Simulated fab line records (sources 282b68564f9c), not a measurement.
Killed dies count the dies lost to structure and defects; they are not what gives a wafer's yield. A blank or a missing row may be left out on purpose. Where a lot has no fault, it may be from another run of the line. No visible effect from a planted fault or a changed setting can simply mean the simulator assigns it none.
fab line records	flow rit_cmos
record lots=6	wafers=18	last_day=7
route steps=202 shown ACTIVE@1 M1@202
lots untouched by any fault: they come from a run of this same line in which no faults occurred
start_h: hours from the record's opening day to when the first of the lot's shown wafers began	wait_h: hours elapsed since this lot's preceding step	" identical to the entry in the row above	L1.1+2: a row that stands for several wafers	- no value, or no start given	* or withheld: withheld	< > ~ a bound
route shown NAME@n: names a module that has steps shown in the file, with the first one's number in the route	usual: mean and standard deviation over wafers with no fault	same: alike in all rows	chamber/n: place in a boat	sites: each site's reading	_std_site: standard deviation of those values	_edge_site: the outer-site mean with the inner-site mean subtracted	radius_mm: for every site, how far away it sits from the centre of the wafer	mask NAME#n: copy n	behind: the most recent tool/chamber to have shaped the wafer	hold: cause of the lot's hold/its duration in hours/its outcome	device: names the non-switching transistor (n, p or np)	end of line: tests run on the same wafers once the route is complete	for a step that has no rows: nothing shown but its recipe	killed: dies lost to structure and defects at the first sort, not the wafer's yield	map: the dies of a wafer, with x for killed, . for not killed, _ for no die there
set.NAME: the run value of the setting; set.NAME@STEP: its run value at that earlier step	model.NAME: the simulator's own value behind a step, which no gauge read
lots at selected steps of the route; one table per step, one row per wafer
services: when a tool's chamber went out of use (start_h, in hours from the record's first day, below 0 if earlier), for how many hours, and the reason
## steps
# step RIT_ACTIVE_BOW_MEAS_00
# recipe mode=bow
# usual INCOMING_BOW=0/6.3
lot.wafer	tool	chamber	start_h	wait_h	INCOMING_BOW[um]
L335.2	film_metro-02	-	10.02	-	11
L335.4	"	-	"	"	-2
L335.5	"	-	"	"	1
L342.1	film_metro-01	-	45.00	-	4
L342.2	"	-	"	"	1
L342.3	"	-	"	"	1
L350.1	film_metro-04	-	85.00	-	-3
L350.2	"	-	"	"	-2
L350.5	"	-	"	"	15
L351.1	film_metro-02	-	90.00	-	7
L351.4	"	-	"	"	12
L351.6	"	-	"	"	-3
L353.4	film_metro-01	-	100.06	-	-3
L353.5	"	-	"	"	5
L353.6	"	-	"	"	-7
L358.2	film_metro-02	-	125.02	-	-2
L358.3	"	-	"	"	5
L358.6	"	-	"	"	3
# step RIT_ACTIVE_OXIDATION_01
# recipe temp_c=1000	ambient=O2	target_thk_a=468	ox_time_s=3503
# step RIT_ACTIVE_THK_MEAS_02
# recipe reads=SiO2_of_ACTIVE_OXIDATION_01
# usual ACTIVE_OXIDE_THK=47.9/0.89
lot.wafer	tool	chamber	start_h	wait_h	ACTIVE_OXIDE_THK[nm]
L335.2	film_metro-04	-	13.48	0.0	48.2
L335.4	"	-	"	"	48.8
L335.5	"	-	"	"	48.1
L342.1	film_metro-02	-	47.32	0.0	48.6
L342.2	"	-	"	"	48.9
L342.3	"	-	"	"	49.1
L350.1	film_metro-02	-	87.16	0.0	47.2
L350.2	"	-	"	"	47.6
L350.5	"	-	"	"	47.8
L351.1	film_metro-04	-	92.91	0.0	47.0
L351.4	"	-	"	"	47.5
L351.6	"	-	"	"	46.7
L353.4	film_metro-02	-	102.08	0.0	51.0
L353.5	"	-	"	"	50.6
L353.6	"	-	"	"	50.6
L358.2	film_metro-04	-	128.55	0.0	46.4
L358.3	"	-	"	"	47.8
L358.6	"	-	"	"	46.9
# step RIT_ACTIVE_CVD_03
# recipe material=Si3N4	target_thk_nm=150	temp_c=810	precursor=SiH2Cl2/NH3	time_s=1500	pressure_mtorr=300	sih2cl2_flow_sccm=60	nh3_flow_sccm=150
# usual nh3_flow_sccm=150.1/0.43	susceptor_temp_C=809.9/0.33
lot.wafer	tool	chamber	start_h	wait_h	nh3_flow_sccm	susceptor_temp_C	model.Si3N4_of_ACTIVE_CVD_03.thk_nm
L335.2	lpcvd-02	0	13.53	0.0	150.4	810.0	150.2
L335.4	"	0	"	"	150.3	810.3	150
L335.5	"	0	"	"	150.1	810.7	150.4
L342.1	lpcvd-01	0	47.38	0.1	150.4	809.9	149.7
L342.2	"	0	"	"	150.0	810.3	151.1
L342.3	"	0	"	"	150.5	810.0	151.9
L350.1	lpcvd-01	1	87.22	0.1	149.7	809.8	286.1
L350.2	"	1	"	"	150.3	809.8	286.9
L350.5	"	1	"	"	150.4	810.4	286.6
L351.1	lpcvd-01	1	92.97	0.1	150.0	809.9	284.5
L351.4	"	1	"	"	151.0	809.9	283.5
L351.6	"	1	"	"	149.3	809.7	284.7
L353.4	lpcvd-02	1	102.11	0.0	150.3	810.0	149.2
L353.5	"	1	"	"	149.7	809.9	148.6
L353.6	"	1	"	"	150.0	810.1	150.4
L358.2	lpcvd-02	1	128.60	0.0	150.4	809.5	151.1
L358.3	"	1	"	"	150.5	809.5	150.8
L358.6	"	1	"	"	149.7	809.4	150
# step RIT_ACTIVE_THK_MEAS_04
# recipe reads=Si3N4_of_ACTIVE_CVD_03
# usual ACTIVE_NITRIDE_THK=150.5/1.1
lot.wafer	tool	chamber	start_h	wait_h	ACTIVE_NITRIDE_THK[nm]
L335.2	film_metro-04	-	14.96	0.0	150.1
L335.4	"	-	"	"	150.1
L335.5	"	-	"	"	150.5
L342.1	film_metro-04	-	48.80	0.0	149.6
L342.2	"	-	"	"	151.1
L342.3	"	-	"	"	151.9
L350.1	film_metro-01	-	88.64	0.0	285.9
L350.2	"	-	"	"	287.0
L350.5	"	-	"	"	286.7
L351.1	film_metro-01	-	94.38	0.0	284.4
L351.4	"	-	"	"	283.2
L351.6	"	-	"	"	284.6
L353.4	film_metro-04	-	103.56	0.0	149.3
L353.5	"	-	"	"	148.6
L353.6	"	-	"	"	150.3
L358.2	film_metro-02	-	130.03	0.0	151.2
L358.3	"	-	"	"	150.7
L358.6	"	-	"	"	150.1
# step RIT_ACTIVE_HMDS_05
# recipe prime_time_s=60	prime_temp_c=140
# step RIT_ACTIVE_COAT_06
# recipe resist=NOVOLAK	spin_rpm=3250	resist_thk_nm=1000
# step RIT_ACTIVE_SOFTBAKE_07
# recipe resist=NOVOLAK	temp_c=90	time_s=60
# step RIT_ACTIVE_EXPOSE_08
# recipe mask_id=M1	na=0.6	source_shape=conventional	sigma_outer=0.6	target_cd_nm=1400	dose_mj=225
# step RIT_ACTIVE_PEB_09
# recipe resist=NOVOLAK	temp_c=withheld	time_s=withheld
# step RIT_ACTIVE_DEVELOP_10
# recipe resist=NOVOLAK	develop_time_s=50	dev_temp_c=23
# step RIT_ACTIVE_CD_MEAS_11
# recipe target_cd_nm=1400
# usual cd_nm=1400.7/2.6
lot.wafer	tool	chamber	start_h	wait_h	cd_nm
L335.2	cd_sem-02	-	16.00	-	1399.8
L335.4	"	-	"	"	1399.0
L335.5	"	-	"	"	1401.6
L342.1	cd_sem-01	-	49.83	-	1405.5
L342.2	"	-	"	"	1404.6
L342.3	"	-	"	"	1404.9
L350.1	cd_sem-02	-	89.76	-	1399.7
L350.2	"	-	"	"	1397.2
L350.5	"	-	"	"	1398.9
L351.1	cd_sem-01	-	95.42	-	1397.7
L351.4	"	-	"	"	1397.8
L351.6	"	-	"	"	1397.8
L353.4	cd_sem-01	-	104.50	-	1401.5
L353.5	"	-	"	"	1401.2
L353.6	"	-	"	"	1401.3
L358.2	cd_sem-01	-	131.07	-	1402.6
L358.3	"	-	"	"	1403.5
L358.6	"	-	"	"	1402.0
# step RIT_ACTIVE_HARDBAKE_12
# recipe resist=NOVOLAK	temp_c=140	time_s=60
# step RIT_ACTIVE_ETCH_13
# recipe stop_on=SiO2	chemistry=SF6	target=Si3N4	time_s=210	over_etch_frac=0.4	SF6_flow_sccm=200	pressure_mtorr=260	rf_w=125	target_depth_a=2100
# usual drypump_motor_current_A=5.7/0.52	oes_product_au=0.821/0.015	rf_fwd_power_W=124.6/0.42	throttle_valve_pct=7.43/0.13
lot.wafer	tool	chamber	start_h	wait_h	drypump_motor_current_A	oes_product_au	rf_fwd_power_W	rf_hours_counter_h	throttle_valve_pct	model.etch.depth_nm	model.ACTIVE.feature_depth_nm	model.SiO2_of_ACTIVE_OXIDATION_01.thk_nm
L335.2	rie_diel-04	3	16.25	0.1	6.3	0.812	124.2	16	7.34	150.2	150.2	48.18
L335.4	"	1	"	"	5.3	0.819	124.4	158	7.36	150	151.9	46.84
L335.5	"	2	"	"	5.5	0.824	125.0	-	7.54	150.4	150.4	48.16
L342.1	rie_diel-04	2	50.10	0.1	5.5	0.822	125.3	41	7.54	149.7	149.7	48.58
L342.2	"	1	"	"	5.3	0.827	124.3	158	7.36	151.1	153	47.04
L342.3	"	0	"	"	5.1	0.808	124.4	21	7.47	151.9	151.9	49.13
L350.1	rie_diel-01	3	90.03	0.1	5.6	0.985	125.3	3	7.25	207.1	207.1	47.17
L350.2	"	2	"	"	5.9	1.024	125.7	136	7.41	220.6	220.6	47.62
L350.5	"	1	"	"	6.0	1.012	124.2	-	7.36	215.8	215.8	47.85
L351.1	rie_diel-01	1	95.69	0.1	6.1	1.022	125.3	19	7.35	217.4	217.4	46.92
L351.4	"	0	"	"	6.1	1.013	125.5	145	7.54	206.2	206.2	47.41
L351.6	"	3	"	"	5.6	0.987	124.2	-	7.27	205.9	205.9	46.77
L353.4	rie_diel-02	3	104.71	0.1	6.3	0.796	124.7	39	7.62	149.2	150.2	49.95
L353.5	"	2	"	"	5.3	0.839	124.9	-	7.24	148.6	150.9	48.31
L353.6	"	1	"	"	4.8	0.807	124.4	-	7.39	150.4	150.4	50.61
L358.2	rie_diel-04	0	131.32	0.1	5.1	0.811	124.0	22	7.47	151.1	151.1	46.35
L358.3	"	2	"	"	5.5	0.823	124.4	41	7.55	150.8	150.8	47.79
L358.6	"	3	"	"	6.4	0.816	124.5	-	7.34	150	150	46.86
# step RIT_ACTIVE_STRIP_14
# recipe chemistry=O2	time_s=180	resist=NOVOLAK	platen_temp_c=withheld	power_w=500	pressure_mtorr=4126	o2_flow_sccm=4000
# usual drypump_motor_current_A=5.6/0.34
lot.wafer	tool	chamber	start_h	wait_h	drypump_motor_current_A	rf_hours_counter_h
L335.2	plasma_asher-03	0	16.38	0.1	5.5	36
L335.4	"	0	"	"	5.5	-
L335.5	"	0	"	"	5.5	-
L342.1	plasma_asher-01	0	50.24	0.1	6.2	40
L342.2	"	1	"	"	5.5	40
L342.3	"	1	"	"	5.5	-
L350.1	plasma_asher-03	1	90.16	0.1	5.2	44
L350.2	"	0	"	"	5.5	44
L350.5	"	0	"	"	5.5	-
L351.1	plasma_asher-03	1	95.82	0.1	5.2	45
L351.4	"	0	"	"	5.5	-
L351.6	"	1	"	"	5.2	-
L353.4	plasma_asher-01	1	104.90	0.1	5.5	-
L353.5	"	1	"	"	5.5	-
L353.6	"	0	"	"	6.3	-
L358.2	plasma_asher-03	0	131.45	0.1	5.6	1
L358.3	"	1	"	"	5.2	-
L358.6	"	0	"	"	5.5	-
# step RIT_ACTIVE_CD_MEAS_90
# recipe target_cd_nm=1400
# usual cd_nm=1400.7/2.6
lot.wafer	tool	chamber	start_h	wait_h	cd_nm
L335.2	cd_sem-02	-	16.58	0.1	1399.6
L335.4	"	-	"	"	1399.2
L335.5	"	-	"	"	1401.3
L342.1	cd_sem-02	-	50.41	0.1	1406.2
L342.2	"	-	"	"	1404.6
L342.3	"	-	"	"	1405.0
L350.1	cd_sem-01	-	90.34	0.1	1399.8
L350.2	"	-	"	"	1397.0
L350.5	"	-	"	"	1399.2
L351.1	cd_sem-01	-	96.00	0.1	1397.4
L351.4	"	-	"	"	1397.5
L351.6	"	-	"	"	1398.4
L353.4	cd_sem-01	-	105.08	0.1	1402.0
L353.5	"	-	"	"	1401.7
L353.6	"	-	"	"	1401.4
L358.2	cd_sem-02	-	131.65	0.1	1402.4
L358.3	"	-	"	"	1404.1
L358.6	"	-	"	"	1402.3
# step RIT_ACTIVE_CLEAN_15
# recipe chemistry=SC1	mix=3:3:50	time_s=600	temp_c=75
# step RIT_ACTIVE_CLEAN_16
# recipe chemistry=dHF	dilution=50:1	time_s=30
lot.wafer	tool	chamber	start_h	wait_h	model.Si3N4_of_ACTIVE_CVD_03.thk_nm
L335.2	wet_bench-03	2	16.87	0.0	149.4
L335.4	"	2	"	"	149.2
L335.5	"	2	"	"	149.6
L342.1	wet_bench-04	0	50.71	0.0	148.8
L342.2	"	0	"	"	150.3
L342.3	"	0	"	"	151
L350.1	wet_bench-02	3	90.63	0.0	285.3
L350.2	"	3	"	"	286.1
L350.5	"	3	"	"	285.8
L351.1	wet_bench-02	0	96.38	0.0	283.6
L351.4	"	0	"	"	282.6
L351.6	"	0	"	"	283.8
L353.4	wet_bench-03	2	105.31	0.0	148.3
L353.5	"	2	"	"	147.7
L353.6	"	2	"	"	149.5
L358.2	wet_bench-03	0	131.92	0.0	150.3
L358.3	"	0	"	"	150
L358.6	"	0	"	"	149.2
# step RIT_ACTIVE_CLEAN_17
# recipe chemistry=SC2	mix=3:3:50	time_s=600	temp_c=75	dry=n2_spin
# step RIT_M1_PROBE_99
# usual killed_at_contacts=0.0/0.22	killed_at_front_end=7/3	killed_dies=7/3.1	killed_on_rim=1.8/1.4	killed_open=3.4/2.1	killed_short=3.4/2
# same gross_dies=264	killed_at_M0_to_M3=0	killed_at_M4_up=0	killed_at_back_side=0	killed_at_other=0
lot.wafer	tool	chamber	start_h	wait_h	killed_at_contacts	killed_at_front_end	killed_dies	killed_on_rim	killed_open	killed_short
L342.1	prober-02	-	95.61	0.1	0	4	4	1	1	3
L342.2	prober-02	-	95.66	0.1	0	14	14	5	7	7
L342.3	prober-02	-	95.71	0.2	0	7	7	0	3	4
L350.2	prober-02	-	138.59	0.1	0	264	264	70	6	5
L350.5	prober-02	-	138.74	0.2	0	264	264	70	2	5
L351.1	prober-01	-	142.02	0.1	0	264	264	70	5	1
L351.4	prober-01	-	142.17	0.2	0	264	264	70	0	4
L351.6	prober-01	-	142.27	0.2	0	264	264	70	4	3
L358.2	prober-02	-	177.47	0.1	0	7	7	1	3	4
L358.3	prober-02	-	177.52	0.2	0	2	2	0	2	0
L358.6	prober-02	-	177.67	0.2	0	6	6	4	4	2
# killed by level:class
L342.1 FOX1:geometric_particle:short=2 REOX:geometric_particle:open=1 SPACER:geometric_particle:short=1
L342.2 FOX1:geometric_particle:short=3 SPACER:geometric_particle:open=3 FOX2:geometric_particle:short=2 REOX:geometric_particle:open=2 FOX1:geometric_particle:open=1 GATE:geometric_particle:open=1 GATE:geometric_particle:short=1 REOX:geometric_particle:short=1
L342.3 FOX1:geometric_particle:open=2 SPACER:geometric_particle:short=2 FOX2:geometric_particle:short=1 GATE:geometric_particle:short=1 SPACER:geometric_particle:open=1
L350.2 ACTIVE:area_etch=253 GATE:geometric_particle:open=3 GATE:geometric_particle:short=2 SILICIDE:geometric_particle:short=2 SILICIDE:geometric_particle:open=2 FOX1:geometric_particle:short=1 FOX1:geometric_particle:open=1
L350.5 ACTIVE:area_etch=257 GATE:geometric_particle:open=2 SPACER:geometric_particle:short=2 FOX1:geometric_particle:short=1 GATE:geometric_particle:short=1 REOX:geometric_particle:short=1
L351.1 ACTIVE:area_etch=258 FOX1:geometric_particle:open=1 FOX2:geometric_particle:open=1 GATE:geometric_particle:short=1 GATE:geometric_particle:open=1 SPACER:geometric_particle:open=1 SILICIDE:geometric_particle:open=1
L351.4 ACTIVE:area_etch=260 GATE:geometric_particle:short=3 SILICIDE:geometric_particle:short=1
L351.6 ACTIVE:area_etch=257 GATE:geometric_particle:open=2 GATE:geometric_particle:short=2 SPACER:geometric_particle:short=1 SPACER:geometric_particle:open=1 SILICIDE:geometric_particle:open=1
L358.2 GATE:geometric_particle:open=3 GATE:geometric_particle:short=2 FOX1:geometric_particle:short=1 FOX2:geometric_particle:short=1
L358.3 FOX1:geometric_particle:open=1 REOX:geometric_particle:open=1
L358.6 SILICIDE:geometric_particle:open=2 FOX1:geometric_particle:open=1 GATE:geometric_particle:short=1 REOX:geometric_particle:open=1 SPACER:geometric_particle:short=1
# map L350.2 (x killed, . not)
________xxxxxxx_______
_____xxxxxxxxxxxxx____
____xxxxxxxxxxxxxxx___
___xxxxxxxxxxxxxxxxx__
__xxxxxxxxxxxxxxxxxxx_
__xxxxxxxxxxxxxxxxxxx_
_xxxxxxxxxxxxxxxxxxxxx
_xxxxxxxxxxxxxxxxxxxxx
_xxxxxxxxxxxxxxxxxxxxx
_xxxxxxxxxxxxxxxxxxxxx
__xxxxxxxxxxxxxxxxxxx_
__xxxxxxxxxxxxxxxxxxx_
___xxxxxxxxxxxxxxxxx__
____xxxxxxxxxxxxxxx___
_____xxxxxxxxxxxxx____
________xxxxxxx_______
# map L351.1 (x killed, . not)
________xxxxxxx_______
_____xxxxxxxxxxxxx____
____xxxxxxxxxxxxxxx___
___xxxxxxxxxxxxxxxxx__
__xxxxxxxxxxxxxxxxxxx_
__xxxxxxxxxxxxxxxxxxx_
_xxxxxxxxxxxxxxxxxxxxx
_xxxxxxxxxxxxxxxxxxxxx
_xxxxxxxxxxxxxxxxxxxxx
_xxxxxxxxxxxxxxxxxxxxx
__xxxxxxxxxxxxxxxxxxx_
__xxxxxxxxxxxxxxxxxxx_
___xxxxxxxxxxxxxxxxx__
____xxxxxxxxxxxxxxx___
_____xxxxxxxxxxxxx____
________xxxxxxx_______
## services
tool	chamber	start_h	hours	kind
rie_diel-02	1	-9.06	2.1	repair
rie_diel-01	2	-5.00	8.4	repair
rie_diel-04	-	-2.20	3.5	repair
rie_diel-04	2	0.99	5.7	repair
rie_diel-02	-	7.45	15.6	pm
wet_bench-04	-	8.24	8.0	repair
rie_diel-04	2	71.51	3.9	repair
rie_diel-01	0	76.20	3.1	repair
rie_diel-04	-	79.90	14.6	pm
rie_diel-02	-	92.45	0.9	repair
rie_diel-04	-	94.50	15.6	pm
plasma_asher-03	-	108.75	9.0	pm
plasma_asher-03	0	108.75	9.0	vent_cycle
plasma_asher-03	1	108.75	9.0	vent_cycle
rie_diel-04	1	110.10	-	clean
rie_diel-04	1	110.10	13.7	scheduled_down
rie_diel-04	1	110.10	13.7	vent_cycle
plasma_asher-03	0	117.75	-	clean
plasma_asher-03	1	117.75	-	clean
rie_diel-04	-	119.46	1.1	repair
rie_diel-04	-	124.64	2.8	pm
rie_diel-01	3	126.93	15.4	repair
## key
first_sign step=RIT_ACTIVE_THK_MEAS_04	reading=ACTIVE_NITRIDE_THK	direction=up	sigmas=99+	usual=150.5	struck=285.3
effect step=RIT_ACTIVE_ETCH_13	reading=oes_product_au	direction=up	sigmas=12	usual=0.821	struck=1.007
effect step=RIT_M1_PROBE_99	reading=killed_at_front_end	direction=up	sigmas=85	usual=7	struck=264
model_effect step=RIT_ACTIVE_CVD_03	value=Si3N4_of_ACTIVE_CVD_03.thk_nm	without=150	struck=285.4
model_effect step=RIT_ACTIVE_ETCH_13	value=etch.depth_nm	without=150	struck=212.2
model_effect step=RIT_ACTIVE_CLEAN_16	value=Si3N4_of_ACTIVE_CVD_03.thk_nm	without=149.1	struck=284.5
more_kills_born_at RIT_ACTIVE_ETCH_13@rie_diel-01=1285
met_at RIT_ACTIVE_CVD_03
struck_wafers L350.1,L350.2,L350.5,L351.1,L351.4,L351.6
rows_end L350.1
later_rows_left_out L350.2,L350.5,L351.1,L351.4,L351.6
tester_left_out L350,L351
fault kind=process_parameter_drift	tool=lpcvd-01	chamber=1	onset_h=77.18	steps=RIT_ACTIVE_CVD_03	channel=target_thk_nm	offset=135.42	shape=step	end_h=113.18	acts_in=these_recipes_only	stated=150
# tester_left_out: of these lots the tester's yield and bins aren't shown, on N5 and GAA mostly nor the transistor test; their killed dies are dies lost to structure and defects alone, not to doping, threshold or leakage, so they don't give the yield
# later_rows_left_out: the simulator's readings of these wafers behind a module that went badly wrong aren't trusted and aren't shown, but for the sort
# rows_end: these wafers met a further fault down the route, and their rows from its step on are left out
